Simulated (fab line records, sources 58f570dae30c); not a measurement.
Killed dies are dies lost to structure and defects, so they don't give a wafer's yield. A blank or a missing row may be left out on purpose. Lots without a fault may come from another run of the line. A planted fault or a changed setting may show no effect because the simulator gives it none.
Which tool did it? | flow berkeley_cmos170 | 16 lots, 48 wafers sampled, at 5 steps of a route of 331

WHAT THE GAUGES READ, wafer by wafer
UCB170_CONTACT_OVL_MEAS_16.
lot  | measured     | on         | CONTACT_OVL (nm)
L411 | day 6 21:04  | overlay-02 | 4 1 1
L412 | day 7 03:21  | overlay-01 | 0 -8 -4
L415 | day 7 14:10  | overlay-02 | 3 1 1
L414 | day 7 16:22  | overlay-01 | -2 0 -1
L416 | day 8 12:19  | overlay-01 | -1 -8 -4
L418 | day 8 19:11  | overlay-02 | -4 -3 -7
L420 | day 8 22:51  | overlay-02 | 8 -6 12
L423 | day 9 13:43  | overlay-01 | -138 -135 -137 -135 -132 -135
L421 | day 9 13:59  | overlay-02 | -5 2 -3
L424 | day 9 19:39  | overlay-01 | -139 -131 -136 -136 -129 -133
L427 | day 10 19:37 | overlay-01 | -131 -124 -134 -128 -122 -131
L426 | day 10 20:19 | overlay-02 | -119 -120 -118 -115 -118 -117
L425 | day 10 20:46 | overlay-02 | -2 -4 -11
L428 | day 11 02:25 | overlay-01 | -2 -9 0
L431 | day 11 12:18 | overlay-01 | -3 -3 -1
L434 | day 11 19:35 | overlay-01 | -6 0 -4

UCB170_M1_THK_MEAS_02: measures by xrf.
lot  | measured     | on            | M1_AL_THK (nm)
L411 | day 6 21:52  | film_metro-02 | 601 598 603
L412 | day 7 04:09  | film_metro-02 | 604 593 585
L415 | day 7 14:58  | film_metro-02 | 602 605 601
L414 | day 7 17:19  | film_metro-03 | 605 601 604
L416 | day 8 13:05  | film_metro-01 | 600 603 603
L418 | day 8 19:59  | film_metro-01 | 602 601 598
L420 | day 8 23:39  | film_metro-02 | 602 606 604
L423 | day 9 20:31  | film_metro-01 | 598 596 591
L421 | day 9 14:47  | film_metro-01 | 605 608 611
L424 | day 9 22:23  | film_metro-01 | 596 603 599
L427 | day 11 00:53 | film_metro-03 | 615 612 620
L426 | day 11 11:14 | film_metro-01 | 590 606 602
L425 | day 10 21:32 | film_metro-01 | 600 609 601
L428 | day 11 03:11 | film_metro-02 | 610 609 603
L431 | day 11 13:05 | film_metro-02 | 607 602 605
L434 | day 11 20:22 | film_metro-02 | 597 596 608

UCB170_M1_OVL_MEAS_10.
lot  | measured     | on         | M1_OVL (nm)
L411 | day 6 22:53  | overlay-01 | 3 -5 10
L412 | day 7 06:58  | overlay-02 | -1 1 2
L415 | day 7 16:38  | overlay-02 | 7 17 17
L414 | day 7 18:34  | overlay-01 | 1 6 10
L416 | day 8 14:34  | overlay-01 | 9 3 7
L418 | day 8 21:00  | overlay-01 | 14 4 0
L420 | day 9 00:46  | overlay-02 | 6 4 1
L423 | day 9 21:56  | overlay-01 | -3 -1 -1
L421 | day 9 16:06  | overlay-02 | 3 6 0
L424 | day 9 23:46  | overlay-01 | -1 6 -2
L427 | day 11 02:11 | overlay-01 | -1 1 6
L426 | day 11 13:14 | overlay-01 | -2 0 -3
L425 | day 10 22:41 | overlay-02 | -6 2 3
L428 | day 11 04:13 | overlay-01 | -4 -1 -3
L431 | day 11 14:32 | overlay-01 | 9 -1 2
L434 | day 11 22:17 | overlay-02 | 2 -3 3

WHICH TOOL RAN EACH LOT (tool, then ch and the chambers of the sampled wafers, then the start)
lot  | UCB170_CONTACT_STRIP_06              | UCB170_CONTACT_EXPOSE_12
L411 | plasma_asher-02 ch 0, day 6 19:43    | krf_scanner-01 ch 0, day 6 20:31
L412 | plasma_asher-01 ch 0,1, day 7 01:48  | krf_scanner-02 ch 0, day 7 02:38
L415 | plasma_asher-01 ch 0,1, day 7 12:14  | krf_scanner-01 ch 0, day 7 13:11
L414 | plasma_asher-04 ch 0,1, day 7 14:11  | krf_scanner-02 ch 0, day 7 15:28
L416 | plasma_asher-04 ch 0,1, day 8 10:52  | krf_scanner-01 ch 0, day 8 11:48
L418 | plasma_asher-01 ch 0,1, day 8 16:20  | krf_scanner-01 ch 0, day 8 18:42
L420 | plasma_asher-01 ch 0, day 8 21:22    | krf_scanner-02 ch 0, day 8 22:20
L423 | plasma_asher-04 ch 0,1, day 9 12:14  | krf_scanner-02 ch 0, day 9 13:14
L421 | plasma_asher-02 ch 0,1, day 9 12:18  | krf_scanner-01 ch 0, day 9 13:29
L424 | plasma_asher-02 ch 0,1, day 9 18:12  | krf_scanner-02 ch 0, day 9 19:09
L427 | plasma_asher-04 ch 0,1, day 10 17:10 | krf_scanner-02 ch 0, day 10 18:40
L426 | plasma_asher-02 ch 0,1, day 10 18:16 | krf_scanner-02 ch 0, day 10 19:32
L425 | plasma_asher-01 ch 0,1, day 10 19:07 | krf_scanner-01 ch 0, day 10 20:14
L428 | plasma_asher-01 ch 0,1, day 11 00:52 | krf_scanner-01 ch 0, day 11 01:40
L431 | plasma_asher-01 ch 0,1, day 11 09:24 | krf_scanner-01 ch 0, day 11 11:38
L434 | plasma_asher-04 ch 0,1, day 11 17:44 | krf_scanner-01 ch 0, day 11 18:52
- UCB170_CONTACT_STRIP_06: strips in O2.
- UCB170_CONTACT_EXPOSE_12: exposes mask CONT, target cd 700 nm.

WHAT THE TOOLS THEMSELVES READ (means of the sampled wafers that have a number; where no wafer has one, the mark that the record gives instead)
UCB170_CONTACT_STRIP_06.
lot  | tool            | drypump_motor_current_A (A) | oes_product_au (a.u.) | strip_time_to_endpoint_s (s)
L411 | plasma_asher-02 | 6.4                         | 0.734                 | 22.06
L412 | plasma_asher-01 | 5.9                         | 0.739                 | 22.00
L415 | plasma_asher-01 | 5.9                         | 0.735                 | 22.00
L414 | plasma_asher-04 | 5.2                         | 0.736                 | 21.96
L416 | plasma_asher-04 | 5.1                         | 0.733                 | 21.83
L418 | plasma_asher-01 | 5.9                         | 0.738                 | 21.99
L420 | plasma_asher-01 | 6.1                         | 0.734                 | 21.86
L423 | plasma_asher-04 | 5.1                         | 0.734                 | 21.98
L421 | plasma_asher-02 | 5.3                         | 0.736                 | 21.89
L424 | plasma_asher-02 | 5.3                         | 0.733                 | 21.96
L427 | plasma_asher-04 | 5.2                         | 0.736                 | 21.96
L426 | plasma_asher-02 | 5.8                         | 0.734                 | 21.97
L425 | plasma_asher-01 | 6.0                         | 0.738                 | 21.91
L428 | plasma_asher-01 | 5.9                         | 0.736                 | 22.04
L431 | plasma_asher-01 | 6.0                         | 0.730                 | 21.90
L434 | plasma_asher-04 | 5.2                         | 0.736                 | 22.03

THE ANSWER, worked out from the rows above alone
Rule: what is usual is taken from the lots themselves. Put in order of their means at a reading, lots are off if they are a third of the lots or fewer, leave a main group of 4 or more, and stand apart from it by a gap of 3 or more times the standard deviation of the main group's means; of several such gaps the widest counts. A main group whose means are all the same, to the digits that the tables above print for the reading, isn't used. A lot without any number at a reading at which 4 lots or more have one is off too. The other lots that the step has rows for count as sound. The gauges are gone through in route order, then the tools' own readings, and for those a lot's mean is taken as printed above. The first step at which some lot is off is used, and at that step the reading that is off furthest; a lot without a number counts as furthest.
Off: L423, L424, L427, L426, at UCB170_CONTACT_OVL_MEAS_16 (CONTACT_OVL). The main group: mean -2 nm, standard deviation 3.
A tool fits if, at a process step before that reading, it ran every lot that is off, and no sound lot after the first of them. The gauges at UCB170_CONTACT_OVL_MEAS_16 are tried like those tools. One fits: krf_scanner-02 at UCB170_CONTACT_EXPOSE_12. Its last sound lot is L420 (day 8 22:20), its first lot that is off L423 (day 9 13:14): a fault that began between those two fits.

WHAT THE SIMULATOR HAD PUT IN
Scanner matching overlay: krf_scanner-02, from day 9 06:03 on, at UCB170_CONTACT_EXPOSE_12. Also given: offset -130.
Lots struck among those shown: L423, L424, L427, L426. The rule above found the same.
